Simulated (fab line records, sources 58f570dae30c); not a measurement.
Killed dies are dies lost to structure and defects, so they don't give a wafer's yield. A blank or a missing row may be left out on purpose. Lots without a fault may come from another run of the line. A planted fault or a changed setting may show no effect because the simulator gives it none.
One fault seen from 2 desks | flow berkeley_cmos170 | each desk has only its own numbers; what lay behind them comes last

THE TOOL OWNER'S DESK: rie_diel-03
The tool's own readings at UCB170_ACTIVE_ETCH_15 (etches Si3N4 in CH3F/Ar/O2, stops on SiO2, target depth 242 nm, time 151 s): means of the sampled wafers that have a number, for each lot that ran on this tool. A lot is out of limits, marked OUT, if its mean lies more than 4 standard deviations from the usual mean; the brackets give that distance.
Columns: A = drypump_motor_current_A at UCB170_ACTIVE_ETCH_15, usual 5.7 A; B = oes_product_au at UCB170_ACTIVE_ETCH_15, usual 0.938 a.u.; C = throttle_valve_pct at UCB170_ACTIVE_ETCH_15, usual 8.08 %
lot  | first seen here | A   | B                | C
L702 | day 4 15:11     | 5.7 | 0.917            | 8.26
L707 | day 5 19:55     | 5.5 | 0.915            | 7.94
L711 | day 6 16:31     | 5.8 | 0.927            | 8.08
L712 | day 7 02:43     | 5.7 | 0.773 (-8.7) OUT | 8.09
L715 | day 7 14:57     | 5.8 | 0.775 (-8.6) OUT | 8.07
This desk's finding: out of limits on L712, L715; first on L712, day 7 02:43 (oes_product_au at UCB170_ACTIVE_ETCH_15). In limits: L702, L707, L711.

THE METROLOGY DESK
What the gauges read, lot by lot, whatever tool the lot ran on: means of the sampled wafers that have a number. A lot is out of limits, marked OUT, if its mean lies more than 4 standard deviations from the usual mean; the brackets give that distance.
Columns: A = PWELL_OVL at UCB170_PWELL_OVL_MEAS_13, usual 0 nm; B = PVT_OVL at UCB170_PVT_OVL_MEAS_06, usual 2 nm
lot  | first seen here | A  | B
L702 | day 3 02:35     | -8 | -1
L703 | day 3 13:29     | 6  | -3
L704 | day 3 20:40     | 5  | 0
L706 | day 4 04:45     | 5  | -2
L707 | day 4 12:20     | -2 | -1
L710 | day 4 23:44     | 6  | -4
L711 | day 5 06:17     | -3 | 4
L712 | day 5 11:57     | 12 | -
L714 | day 5 20:30     | -7 | 10
L715 | day 6 06:55     | -5 | -
L719 | day 6 18:39     | -0 | -1
L720 | day 6 18:55     | -4 | -5
L722 | day 7 12:29     | -2 | -6
L725 | day 7 22:10     | 2  | 5
This desk's finding: nothing out of limits on any of the 14 lots.

PUT TOGETHER
The tool owner's desk could have raised an alarm at day 7 02:43, on L712, L715.
The metrology desk saw nothing out of limits.
The metrology desk has L712, L715 on record, within its limits.
Of the lots named, all ran UCB170_ACTIVE_ETCH_15 on rie_diel-03.

WHAT THE SIMULATOR HAD PUT IN
Process parameter drift: rie_diel-03, from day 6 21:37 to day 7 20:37, at UCB170_ACTIVE_ETCH_15. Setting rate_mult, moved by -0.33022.
Lots struck among those shown: L712, L715.
Hours from the fault's start to each desk's first reading out of limits: the tool owner's desk, 5.
